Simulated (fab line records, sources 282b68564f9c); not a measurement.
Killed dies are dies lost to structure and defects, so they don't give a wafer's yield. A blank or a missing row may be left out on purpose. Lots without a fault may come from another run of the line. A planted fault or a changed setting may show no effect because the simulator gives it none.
fab line records | flow rit_cmos
record lots=5 wafers=15 last_day=6
route steps=202 shown CONTACT@177 M1@184
lots that met no fault: from a run of the same line without faults
start_h: hours from the record's first day to the start of the lot's first wafer shown | wait_h: hours since the lot's step before | " the same as in the row above | L1.1+2: a row that stands for several wafers | - no value, or no start given | * or withheld: withheld | < > ~ a bound
route shown NAME@n: a module of which the file shows steps, and the number in the route of the first | usual: mean/standard deviation of fault-free wafers | same: alike in all rows | chamber/n: place in a boat | sites: the reading at each site | _std_site: their standard deviation | _edge_site: outer sites' mean less inner sites' | radius_mm: how far each site lies from the wafer's centre | mask NAME#n: copy n | behind: the tool/chamber that last shaped the wafer | hold: why the lot was held/for how many hours/how that ended | device: the transistor (n, p or np) that didn't switch | end of line: the same wafers' tests at the end of the route | a step without rows: its recipe alone | killed: dies lost to structure and defects at the first sort, not the wafer's yield | map: a wafer's dies, x killed, . not, _ none there
set.NAME: the setting as run; set.NAME@STEP: as run at that earlier step | model.NAME: the simulator's own value behind a step, which no gauge read
lots at some steps of the route; a table a step, a row a wafer
services: from which hour (start_h, from the record's first day; less than 0 if before it) a tool's chamber was out of use, for how many hours, and why
## steps
# step RIT_CONTACT_OVL_MEAS_09
# usual CONTACT_OVL=-0.5/1.2
# columns lot.wafer tool chamber start_h wait_h CONTACT_OVL[nm]
L077.1 overlay-02 - 70.65 0.1 1.5
L077.3 " - " " -2.3
L077.5 " - " " 0.1
L087.1 overlay-02 - 119.11 0.1 1.0
L087.5 " - " " 0.5
L087.6 " - " " -0.3
L089.3 overlay-01 - 131.32 0.1 -0.9
L089.4 " - " " -2.1
L089.5 " - " " -1.9
L091.1 overlay-01 - 139.36 0.1 -0.5
L091.5 " - " " -1.8
L091.6 " - " " 0.8
L092.2 overlay-02 - 146.17 0.1 -1.4
L092.3 " - " " -1.9
L092.5 " - " " -0.2
# step RIT_CONTACT_HARDBAKE_10
# recipe resist=NOVOLAK temp_c=140 time_s=60
# usual plate_temp_C=139.98/0.15
# columns lot.wafer tool chamber start_h wait_h plate_temp_C
L077.1 litho_track-03 0 70.69 0.0 140.03
L077.3 " 0 " " 140.23
L077.5 " 0 " " 140.00
L087.1 litho_track-03 0 119.14 0.0 140.02
L087.5 " 0 " " 140.04
L087.6 " 0 " " 140.12
L089.3 litho_track-04 0 131.40 0.1 140.19
L089.4 " 0 " " 140.04
L089.5 " 0 " " 139.98
L091.1 litho_track-02 0 139.40 0.0 139.96
L091.5 " 0 " " 140.13
L091.6 " 0 " " 139.87
L092.2 litho_track-04 0 146.23 0.0 140.12
L092.3 " 0 " " 139.93
L092.5 " 0 " " 139.95
# step RIT_CONTACT_ETCH_11
# recipe target_depth_a=4800 over_etch_frac=0.2 stop_on=TiSi2 chemistry=CHF3/CF4/Ar target=SiO2 CHF3_flow_sccm=50 cf4_flow_sccm=10 Ar_flow_sccm=100 O2_flow_sccm=5 pressure_mtorr=100 rf_w=200 time_s=320
# usual drypump_motor_current_A=5.9/0.49 oes_product_au=0.989/0.01 throttle_valve_pct=8.80/0.1
# same over_etch_frac=0.2
# columns lot.wafer tool chamber start_h wait_h drypump_motor_current_A oes_product_au rf_hours_counter_h throttle_valve_pct
L077.1 rie_diel-03 2 70.84 0.1 5.4 0.983 39 8.72
L077.3 " 0 " " 6.4 0.993 73 8.90
L077.5 " 2 " " 5.4 0.993 - 8.71
L087.1 rie_diel-01 2 119.29 0.1 5.7 1.001 54 8.80
L087.5 " 0 " " 6.4 1.009 - 8.69
L087.6 " 3 " " 5.9 0.988 - 8.76
L089.3 rie_diel-01 2 131.50 0.1 5.7 0.995 55 8.79
L089.4 " 1 " " 5.3 0.980 145 8.96
L089.5 " 2 " " 5.7 0.998 - 8.80
L091.1 rie_diel-01 1 139.55 0.1 5.3 0.993 145 8.94
L091.5 " 2 " " 5.7 0.990 - 8.79
L091.6 " 3 " " 5.8 0.983 - 8.77
L092.2 rie_diel-03 0 146.35 0.1 6.5 0.994 74 8.90
L092.3 " 2 " " 5.4 0.990 41 8.70
L092.5 " 3 " " 5.2 0.984 - 8.86
# step RIT_CONTACT_STRIP_12
# recipe chemistry=O2 time_s=180 resist=NOVOLAK platen_temp_c=withheld power_w=500 pressure_mtorr=4000 o2_flow_sccm=4000
# usual drypump_motor_current_A=5.41/0.25
# columns lot.wafer tool chamber start_h wait_h drypump_motor_current_A rf_hours_counter_h
L077.1 plasma_asher-03 0 71.03 0.1 5.15 43
L077.3 " 1 " " 5.14 -
L077.5 " 1 " " 5.15 -
L087.1 plasma_asher-01 0 119.49 0.1 5.83 33
L087.5 " 1 " " 5.11 -
L087.6 " 0 " " 5.81 -
L089.3 plasma_asher-02 0 131.75 0.2 5.60 -
L089.4 " 1 " " 5.41 -
L089.5 " 0 " " 5.59 -
L091.1 plasma_asher-01 1 139.74 0.1 5.09 35
L091.5 " 0 " " 5.81 -
L091.6 " 1 " " 5.09 -
L092.2 plasma_asher-03 1 146.55 0.1 5.13 3
L092.3 " 1 " " 5.14 -
L092.5 " 1 " " 5.13 -
# step RIT_CONTACT_CD_MEAS_90
# recipe target_cd_nm=1000
# usual cd_nm=1000.5/2.1
# columns lot.wafer tool chamber start_h wait_h cd_nm
L077.1 cd_sem-02 - 71.21 0.1 996.6
L077.3 " - " " 996.6
L077.5 " - " " 998.7
L087.1 cd_sem-01 - 119.66 0.1 998.7
L087.5 " - " " 1001.4
L087.6 " - " " 1000.6
L089.3 cd_sem-01 - 131.90 0.1 1000.5
L089.4 " - " " 1001.9
L089.5 " - " " 1000.7
L091.1 cd_sem-02 - 139.92 0.1 997.9
L091.5 " - " " 999.6
L091.6 " - " " 997.2
L092.2 cd_sem-01 - 146.74 0.1 1002.8
L092.3 " - " " 1002.0
L092.5 " - " " 1004.9
# step RIT_CONTACT_CLEAN_13
# recipe chemistry=SC1 mix=3:3:50 time_s=600 temp_c=75
# usual bath_heat_duty_pct=16.0/1.5
# columns lot.wafer tool chamber start_h wait_h bath_heat_duty_pct
L077.1 wet_bench-04 1 71.33 0.1 15.8
L077.3 " 1 " " 16.3
L077.5 " 1 " " 16.7
L087.1 wet_bench-03 0 119.78 0.1 17.2
L087.5 " 0 " " 16.1
L087.6 " 0 " " 16.9
L089.3 wet_bench-02 1 131.98 0.1 17.9
L089.4 " 1 " " 17.0
L089.5 " 1 " " 15.7
L091.1 wet_bench-04 2 140.04 0.1 15.2
L091.5 " 2 " " 15.8
L091.6 " 2 " " 15.7
L092.2 wet_bench-04 3 146.84 0.1 17.4
L092.3 " 3 " " 15.6
L092.5 " 3 " " 16.4
# step RIT_CONTACT_CLEAN_14
# recipe chemistry=SC2 mix=3:3:50 time_s=600 temp_c=75 dry=n2_spin
# usual bath_heat_duty_pct=15.7/1.3
# columns lot.wafer tool chamber start_h wait_h bath_heat_duty_pct
L077.1 wet_bench-04 1 71.50 0.0 17.3
L077.3 " 1 " " 15.0
L077.5 " 1 " " 16.4
L087.1 wet_bench-04 3 119.97 0.0 15.9
L087.5 " 3 " " 15.8
L087.6 " 3 " " 15.9
L089.3 wet_bench-03 0 132.16 0.0 16.9
L089.4 " 0 " " 18.2
L089.5 " 0 " " 17.6
L091.1 wet_bench-04 2 140.45 0.0 14.5
L091.5 " 2 " " 13.4
L091.6 " 2 " " 16.6
L092.2 wet_bench-02 0 147.19 0.0 14.4
L092.3 " 0 " " 15.3
L092.5 " 0 " " 15.7
# step RIT_M1_SPUTTER_00
# recipe material=Al target_thk_nm=400 power_w=2000 chamber_pressure_pa=0.4 gas=Ar time_s=488.3 substrate_temp_c=25
# usual throttle_valve_pct=29.8/1.3
# columns lot.wafer tool chamber start_h wait_h throttle_valve_pct
L077.1 pvd_sputter-04 - 71.68 0.0 29.7
L077.3 " - " " 29.8
L077.5 " - " " 30.7
L087.1 pvd_sputter-04 - 120.15 0.0 29.9
L087.5 " - " " 29.9
L087.6 " - " " 30.9
L089.3 pvd_sputter-04 - 132.35 0.0 30.0
L089.4 " - " " 30.8
L089.5 " - " " 30.1
L091.1 pvd_sputter-04 - 140.84 0.0 30.0
L091.5 " - " " 30.2
L091.6 " - " " 30.0
L092.2 pvd_sputter-03 - 147.37 0.0 31.5
L092.3 " - " " 31.8
L092.5 " - " " 31.3
# step RIT_M1_RS_MEAS_01
# recipe thk_meas_gauge=four-point-probe reads=Al_of_M1_SPUTTER_00
# usual M1_AL_RS=0.0751/0.00098
# columns lot.wafer tool chamber start_h wait_h M1_AL_RS[ohm/sq]
L077.1 film_metro-04 - 71.97 0.2 0.0744
L077.3 " - " " 0.0746
L077.5 " - " " 0.0742
L087.1 film_metro-03 - 120.44 0.2 0.0758
L087.5 " - " " 0.0758
L087.6 " - " " 0.0760
L089.3 film_metro-03 - 132.69 0.2 0.0751
L089.4 " - " " 0.0748
L089.5 " - " " 0.0748
L091.1 film_metro-03 - 141.13 0.2 0.0762
L091.5 " - " " 0.0761
L091.6 " - " " 0.0762
L092.2 film_metro-02 - 147.68 0.2 0.0761
L092.3 " - " " 0.0764
L092.5 " - " " 0.0757
# step RIT_M1_THK_MEAS_02
# recipe thk_meas_gauge=xrf reads=Al_of_M1_SPUTTER_00
# usual M1_AL_THK=384/4.9
# columns lot.wafer tool chamber start_h wait_h M1_AL_THK[nm]
L077.1 film_metro-04 - 72.09 0.1 388
L077.3 " - " " 386
L077.5 " - " " 390
L087.1 film_metro-03 - 120.56 0.1 379
L087.5 " - " " 385
L087.6 " - " " 380
L089.3 film_metro-03 - 132.79 0.1 387
L089.4 " - " " 387
L089.5 " - " " 384
L091.1 film_metro-03 - 141.25 0.1 379
L091.5 " - " " 380
L091.6 " - " " 378
L092.2 film_metro-02 - 147.79 0.1 379
L092.3 " - " " 378
L092.5 " - " " 380
# step RIT_M1_HMDS_03
# recipe prime_time_s=60 prime_temp_c=140
# columns lot.wafer tool chamber start_h wait_h
L077.1+3+5 litho_track-03 0 72.15 0.1
L087.1+5+6 litho_track-01 0 120.69 0.1
L089.3+4+5 litho_track-01 0 132.88 0.1
L091.1+5+6 litho_track-03 0 141.31 0.1
L092.2+3+5 litho_track-04 0 147.89 0.1
# step RIT_M1_COAT_04
# recipe resist=NOVOLAK spin_rpm=2000 resist_thk_nm=1300
# usual dispense_pressure_kPa=49/4.1
# columns lot.wafer tool chamber start_h wait_h dispense_pressure_kPa
L077.1 litho_track-03 0 72.30 0.1 45
L077.3 " 0 " " 45
L077.5 " 0 " " 45
L087.1 litho_track-01 0 120.84 0.1 53
L087.5 " 0 " " 53
L087.6 " 0 " " 54
L089.3 litho_track-01 0 133.03 0.1 54
L089.4 " 0 " " 54
L089.5 " 0 " " 54
L091.1 litho_track-03 0 141.46 0.1 45
L091.5 " 0 " " 45
L091.6 " 0 " " 45
L092.2 litho_track-04 0 148.04 0.1 48
L092.3 " 0 " " 48
L092.5 " 0 " " 48
# step RIT_M1_SOFTBAKE_05
# recipe resist=NOVOLAK temp_c=90 time_s=60
# usual plate_temp_C=90.01/0.14
# columns lot.wafer tool chamber start_h wait_h plate_temp_C
L077.1 litho_track-03 0 72.45 0.1 90.01
L077.3 " 0 " " 89.76
L077.5 " 0 " " 89.91
L087.1 litho_track-01 0 120.99 0.1 89.87
L087.5 " 0 " " 89.99
L087.6 " 0 " " 90.02
L089.3 litho_track-01 0 133.18 0.1 89.93
L089.4 " 0 " " 89.81
L089.5 " 0 " " 90.14
L091.1 litho_track-03 0 141.61 0.1 90.12
L091.5 " 0 " " 90.00
L091.6 " 0 " " 90.24
L092.2 litho_track-04 0 148.19 0.1 90.30
L092.3 " 0 " " 90.19
L092.5 " 0 " " 90.12
# step RIT_M1_EXPOSE_06
# recipe mask_id=M12 na=0.6 source_shape=conventional sigma_outer=0.5 target_cd_nm=2600 dose_mj=250
# usual exposure_dose_mJ_cm2=246.59/0.24 reticle_temp_C=22.97/0.11
# same na=0.6
# columns lot.wafer tool chamber start_h wait_h mask exposure_dose_mJ_cm2 reticle_temp_C
L077.1 iline_stepper-02 0 72.83 0.4 M12#0 246.68 22.94
L077.3 " 0 " " M12#0 246.76 23.07
L077.5 " 0 " " M12#0 246.38 23.14
L087.1 iline_stepper-02 0 121.14 0.1 M12#0 246.61 23.07
L087.5 " 0 " " M12#0 246.40 23.16
L087.6 " 0 " " M12#0 246.82 22.96
L089.3 iline_stepper-01 0 133.31 0.1 M12#0 246.61 22.92
L089.4 " 0 " " M12#0 246.40 22.90
L089.5 " 0 " " M12#0 246.64 22.91
L091.1 iline_stepper-01 0 141.76 0.1 M12#0 246.46 23.17
L091.5 " 0 " " M12#0 246.54 23.04
L091.6 " 0 " " M12#0 246.70 23.14
L092.2 iline_stepper-01 0 148.33 0.1 M12#0 246.93 22.81
L092.3 " 0 " " M12#0 246.85 22.90
L092.5 " 0 " " M12#0 246.97 22.89
# step RIT_M1_PEB_07
# recipe resist=NOVOLAK temp_c=withheld time_s=withheld
# columns lot.wafer tool chamber start_h wait_h
L077.1+3+5 litho_track-04 0 72.95 0.1
L087.1+5+6 litho_track-01 0 121.25 0.1
L089.3+4+5 litho_track-04 0 133.44 0.1
L091.1+5+6 litho_track-01 0 142.07 0.3
L092.2+3+5 litho_track-04 0 148.46 0.1
# step RIT_M1_DEVELOP_08
# recipe resist=NOVOLAK develop_time_s=70.99 dev_temp_c=23
# columns lot.wafer tool chamber start_h wait_h
L077.1+3+5 litho_track-04 0 - -
L087.1+5+6 litho_track-01 0 - -
L089.3+4+5 litho_track-04 0 - -
L091.1+5+6 litho_track-01 0 - -
L092.2+3+5 litho_track-04 0 - -
# step RIT_M1_CD_MEAS_09
# recipe target_cd_nm=2600
# usual cd_nm=2600.4/2.1
# columns lot.wafer tool chamber start_h wait_h cd_nm
L077.1 cd_sem-02 - 73.26 - 2599.4
L077.3 " - " " 2600.4
L077.5 " - " " 2599.8
L087.1 cd_sem-02 - 121.57 - 2603.5
L087.5 " - " " 2604.1
L087.6 " - " " 2601.0
L089.3 cd_sem-01 - 133.75 - 2601.7
L089.4 " - " " 2601.6
L089.5 " - " " 2603.1
L091.1 cd_sem-02 - 142.38 - 2602.1
L091.5 " - " " 2601.3
L091.6 " - " " 2598.1
L092.2 cd_sem-01 - 148.76 - 2600.6
L092.3 " - " " 2601.1
L092.5 " - " " 2600.8
# step RIT_M1_OVL_MEAS_10
# usual M1_OVL=-0.3/1.3
# columns lot.wafer tool chamber start_h wait_h M1_OVL[nm]
L077.1 overlay-01 - 73.38 0.1 -1.2
L077.3 " - " " -0.3
L077.5 " - " " 0.2
L087.1 overlay-02 - 121.69 0.1 1.1
L087.5 " - " " 0.7
L087.6 " - " " -2.0
L089.3 overlay-02 - 133.84 0.1 -0.7
L089.4 " - " " 1.4
L089.5 " - " " 2.3
L091.1 overlay-01 - 142.50 0.1 1.1
L091.5 " - " " 0.4
L091.6 " - " " 1.0
L092.2 overlay-02 - 148.87 0.1 0.4
L092.3 " - " " 1.0
L092.5 " - " " 0.4
# step RIT_M1_HARDBAKE_11
# recipe resist=NOVOLAK temp_c=140 time_s=120
# usual plate_temp_C=139.97/0.15
# columns lot.wafer tool chamber start_h wait_h plate_temp_C
L077.1 litho_track-04 0 73.42 0.0 139.93
L077.3 " 0 " " 139.66
L077.5 " 0 " " 139.66
L087.1 litho_track-03 0 121.95 0.3 139.82
L087.5 " 0 " " 139.87
L087.6 " 0 " " 140.04
L089.3 litho_track-04 0 133.94 0.1 139.98
L089.4 " 0 " " 139.97
L089.5 " 0 " " 140.13
L091.1 litho_track-04 0 142.54 0.0 140.16
L091.5 " 0 " " 140.05
L091.6 " 0 " " 140.10
L092.2 litho_track-04 0 148.94 0.1 139.85
L092.3 " 0 " " 139.93
L092.5 " 0 " " 139.59
# step RIT_M1_METAL_ETCH_12
# recipe stop_on=SiO2 chemistry=Cl2/BCl3 target=Al time_s=165 over_etch_frac=0.5 pressure_mtorr=100 target_depth_a=6000 rf_w=250 Cl2_flow_sccm=60 bcl3_flow_sccm=50
# usual drypump_motor_current_A=5.7/0.48 oes_product_au=0.783/0.011 throttle_valve_pct=8.25/0.087
# same over_etch_frac=0.5
# columns lot.wafer tool chamber start_h wait_h drypump_motor_current_A oes_product_au rf_hours_counter_h throttle_valve_pct
L077.1 rie_metal-04 0 73.67 0.2 5.4 0.760 2.5 8.53
L077.3 " 1 " " 5.9 0.790 - 8.29
L077.5 " 0 " " 5.4 0.755 - 8.52
L087.1 rie_metal-03 1 122.20 0.2 6.3 0.788 1.6 8.22
L087.5 " 1 " " 6.4 0.788 - 8.25
L087.6 " 1 " " 6.4 0.789 - 8.24
L089.3 rie_metal-04 1 134.22 0.2 5.9 0.784 - 8.29
L089.4 " 1 " " 5.9 0.784 - 8.30
L089.5 " 1 " " 5.9 0.786 - 8.27
L091.1 rie_metal-01 1 142.79 0.2 4.9 0.783 4.9 8.19
L091.5 " 1 " " 4.9 0.782 - 8.18
L091.6 " 0 " " 5.5 0.776 - 8.24
L092.2 rie_metal-04 1 149.20 0.2 5.9 0.774 - 8.30
L092.3 " 1 " " 5.9 0.779 - 8.26
L092.5 " 1 " " 5.9 0.777 - 8.29
# step RIT_M1_STRIP_13
# recipe chemistry=nmp resist=NOVOLAK temp_c=80 time_s=600 dry=n2_spin
# usual bath_heat_duty_pct=18.6/1.6
# columns lot.wafer tool chamber start_h wait_h bath_heat_duty_pct
L077.1 wet_bench-01 2 73.83 0.1 17.2
L077.3 " 2 " " 16.0
L077.5 " 2 " " 18.2
L087.1 wet_bench-01 3 122.53 0.3 19.0
L087.5 " 3 " " 18.9
L087.6 " 3 " " 20.6
L089.3 wet_bench-01 0 134.44 0.2 20.2
L089.4 " 0 " " 20.8
L089.5 " 0 " " 19.7
L091.1 wet_bench-01 3 142.95 0.1 18.6
L091.5 " 3 " " 19.5
L091.6 " 3 " " 19.6
L092.2 wet_bench-02 2 149.48 0.2 15.7
L092.3 " 2 " " 17.3
L092.5 " 2 " " 18.2
# step RIT_M1_STRIP_14
# recipe chemistry=O2 time_s=180 platen_temp_c=withheld power_w=500 pressure_mtorr=4000 o2_flow_sccm=4000
# usual drypump_motor_current_A=5.8/0.67
# columns lot.wafer tool chamber start_h wait_h drypump_motor_current_A rf_hours_counter_h
L077.1 plasma_asher-04 1 74.01 0.0 6.9 44
L077.3 " 1 " " 6.9 -
L077.5 " 1 " " 6.9 -
L087.1 plasma_asher-04 0 122.70 0.0 5.8 50
L087.5 " 0 " " 5.8 -
L087.6 " 1 " " 6.9 -
L089.3 plasma_asher-01 1 134.69 0.1 5.1 -
L089.4 " 0 " " 5.8 -
L089.5 " 1 " " 5.1 -
L091.1 plasma_asher-03 0 143.14 0.0 5.1 2
L091.5 " 0 " " 5.1 -
L091.6 " 1 " " 5.1 -
L092.2 plasma_asher-01 0 149.65 0.0 5.8 36
L092.3 " 1 " " 5.1 -
L092.5 " 1 " " 5.1 -
# step RIT_M1_CD_MEAS_90
# recipe target_cd_nm=2600
# usual cd_nm=2601.6/2.4
# columns lot.wafer tool chamber start_h wait_h cd_nm
L077.1 cd_sem-01 - 74.18 0.1 2599.7
L077.3 " - " " 2603.6
L077.5 " - " " 2601.0
L087.1 cd_sem-02 - 122.88 0.1 2603.1
L087.5 " - " " 2603.5
L087.6 " - " " 2600.2
L089.3 cd_sem-02 - 134.84 0.1 2602.4
L089.4 " - " " 2601.9
L089.5 " - " " 2603.7
L091.1 cd_sem-01 - 143.32 0.1 2601.8
L091.5 " - " " 2599.9
L091.6 " - " " 2600.0
L092.2 cd_sem-01 - 149.85 0.1 2603.6
L092.3 " - " " 2603.4
L092.5 " - " " 2604.3
# step RIT_M1_ANNEAL_15
# recipe temp_c=450 time_s=1800 ambient=forming_gas_H2N2
# usual spike_tc_load_C=474.4/1
# columns lot.wafer tool chamber start_h wait_h spike_tc_load_C
L077.1 furnace-02 0 74.30 0.1 473.0
L077.3 " 0 " " 475.5
L077.5 " 0 " " 475.1
L087.1 furnace-02 0 123.00 0.1 475.2
L087.5 " 0 " " 474.8
L087.6 " 0 " " 475.2
L089.3 furnace-02 0 134.92 0.1 476.2
L089.4 " 0 " " 475.4
L089.5 " 0 " " 473.5
L091.1 furnace-02 0 143.44 0.1 474.7
L091.5 " 0 " " 472.6
L091.6 " 0 " " 474.6
L092.2 furnace-02 0 149.95 0.1 472.0
L092.3 " 0 " " 476.5
L092.5 " 0 " " 472.6
# step RIT_M1_BOW_MEAS_16
# recipe mode=bow
# usual M1_BOW=18/6.8
# columns lot.wafer tool chamber start_h wait_h M1_BOW[um]
L077.1 film_metro-04 - 75.80 0.0 20
L077.3 " - " " 19
L077.5 " - " " 10
L087.1 film_metro-03 - 124.50 0.0 23
L087.5 " - " " 34
L087.6 " - " " 20
L089.3 film_metro-02 - 136.46 0.0 27
L089.4 " - " " 9
L089.5 " - " " 14
L091.1 film_metro-02 - 144.94 0.0 14
L091.5 " - " " 31
L091.6 " - " " 25
L092.2 film_metro-04 - 151.47 0.0 15
L092.3 " - " " 7
L092.5 " - " " 30
# step RIT_M1_PROBE_99
# usual defect_limited_yield=97.3/1 killed_at_front_end=7.1/2.7 killed_dies=7.2/2.7 killed_open=3.5/1.9 killed_short=3.6/1.9 sort_bin_3_pad_short=0.1/0.21 sort_bin_5_function=1.6/0.73 sort_bin_6_memory=1.0/0.64 sort_n_pass=256.8/2.7 sort_yield_pct=97.3/1
# same gross_dies=264 killed_at_M0_to_M3=0 killed_at_M4_up=0 killed_at_back_side=0 killed_at_contacts=0 killed_at_other=0
# columns lot.wafer tool chamber start_h wait_h defect_limited_yield[%] killed_at_front_end killed_dies killed_open killed_short sort_bin_3_pad_short[%] sort_bin_5_function[%] sort_bin_6_memory[%] sort_n_pass sort_yield_pct[%]
L077.1 prober-01 - 75.92 0.1 97.3 7 7 7 0 0 1.9 0.8 257.0 97.3
L077.3 prober-01 - 76.02 0.2 96.2 10 10 6 4 0 1.5 2.3 254.0 96.2
L077.5 prober-01 - 76.12 0.2 97.7 6 6 4 2 0.4 1.1 0.8 258.0 97.7
L087.1 prober-01 - 124.62 0.1 98.5 4 4 1 3 0 0.8 0.8 260.0 98.5
L087.5 prober-01 - 124.82 0.2 98.9 3 3 1 2 0 0.8 0.4 261.0 98.9
L087.6 prober-01 - 124.87 0.2 99.2 2 2 1 1 0 0.4 0.4 262.0 99.2
L089.3 prober-01 - 136.64 0.2 97.7 6 6 3 3 0 1.1 1.1 258.0 97.7
L089.4 prober-01 - 136.69 0.2 97.0 8 8 3 5 0.4 1.5 1.1 256.0 97.0
L089.5 prober-01 - 136.74 0.2 98.5 4 4 2 2 0 1.1 0.4 260.0 98.5
L091.1 prober-01 - 145.06 0.1 96.6 9 9 4 3 0.4 1.5 1.5 255.0 96.6
L091.5 prober-01 - 145.26 0.2 98.1 5 5 1 4 0.4 1.1 0.4 259.0 98.1
L091.6 prober-01 - 145.31 0.2 96.2 10 10 3 6 0.4 2.3 1.1 254.0 96.2
L092.2 prober-02 - 151.62 0.1 93.9 16 16 6 9 0 3.0 3.0 248.0 93.9
L092.3 prober-02 - 151.67 0.2 98.5 4 4 3 1 0 1.1 0.4 260.0 98.5
L092.5 prober-02 - 151.77 0.2 97.3 7 7 5 2 0 1.5 1.1 257.0 97.3
# killed by level:class
L077.1 GATE:geometric_particle:open=2 REOX:geometric_particle:open=2 FOX1:geometric_particle:open=1 FOX2:geometric_particle:open=1 SPACER:geometric_particle:open=1
L077.3 FOX1:geometric_particle:short=2 REOX:geometric_particle:open=2 SPACER:geometric_particle:open=2 FOX2:geometric_particle:open=1 GATE:geometric_particle:open=1 REOX:geometric_particle:short=1 SPACER:geometric_particle:short=1
L077.5 GATE:geometric_particle:open=2 GATE:geometric_particle:short=2 FOX1:geometric_particle:open=1 SPACER:geometric_particle:open=1
L087.1 FOX1:geometric_particle:short=1 GATE:geometric_particle:short=1 SPACER:geometric_particle:open=1 SILICIDE:geometric_particle:short=1
L087.5 FOX2:geometric_particle:short=1 GATE:geometric_particle:short=1 GATE:geometric_particle:open=1
L087.6 GATE:geometric_particle:short=1 REOX:geometric_particle:open=1
L089.3 SILICIDE:geometric_particle:open=2 GATE:geometric_particle:open=1 GATE:geometric_particle:short=1 SPACER:geometric_particle:short=1 SILICIDE:geometric_particle:short=1
L089.4 GATE:geometric_particle:short=3 REOX:geometric_particle:short=1 REOX:geometric_particle:open=1 SPACER:geometric_particle:open=1 SILICIDE:geometric_particle:short=1 SILICIDE:geometric_particle:open=1
L089.5 SILICIDE:geometric_particle:short=2 FOX1:geometric_particle:open=1 SPACER:geometric_particle:open=1
L091.1 GATE:geometric_particle:open=2 NRETRO:coat_microbubble_printed=2 FOX1:geometric_particle:open=1 FOX1:geometric_particle:short=1 REOX:geometric_particle:short=1 SPACER:geometric_particle:short=1 SILICIDE:geometric_particle:open=1
L091.5 REOX:geometric_particle:short=2 SPACER:geometric_particle:short=1 SILICIDE:geometric_particle:open=1 SILICIDE:geometric_particle:short=1
L091.6 GATE:geometric_particle:short=3 GATE:geometric_particle:open=2 SILICIDE:geometric_particle:short=2 REOX:geometric_particle:short=1 SPACER:geometric_particle:open=1 NRETRO:coat_microbubble_printed=1
L092.2 GATE:geometric_particle:short=5 GATE:geometric_particle:open=4 REOX:geometric_particle:short=3 SPACER:geometric_particle:open=2 FOX2:geometric_particle:short=1 NSD:coat_microbubble_printed=1
L092.3 FOX1:geometric_particle:open=1 GATE:geometric_particle:short=1 GATE:geometric_particle:open=1 SPACER:geometric_particle:open=1
L092.5 GATE:geometric_particle:open=3 FOX2:geometric_particle:open=1 FOX2:geometric_particle:short=1 GATE:geometric_particle:short=1 SPACER:geometric_particle:open=1
## services
# columns tool chamber start_h hours kind
rie_diel-03 - 57.93 0.6 repair
pvd_sputter-03 - 75.46 5.1 repair
rie_metal-04 - 80.68 1.9 repair
rie_metal-03 0 93.84 10.0 repair
rie_diel-01 1 95.27 5.7 repair
rie_diel-03 0 98.90 9.8 repair
rie_metal-03 0 108.50 14.3 repair
plasma_asher-03 - 108.75 9.0 pm
plasma_asher-03 0 108.75 9.0 vent_cycle
plasma_asher-03 1 108.75 9.0 vent_cycle
rie_diel-03 0 109.05 15.7 repair
plasma_asher-02 - 109.58 2.8 pm
plasma_asher-03 0 117.75 - clean
plasma_asher-03 1 117.75 - clean
iline_stepper-02 0 129.58 - calibration
## key
fault none
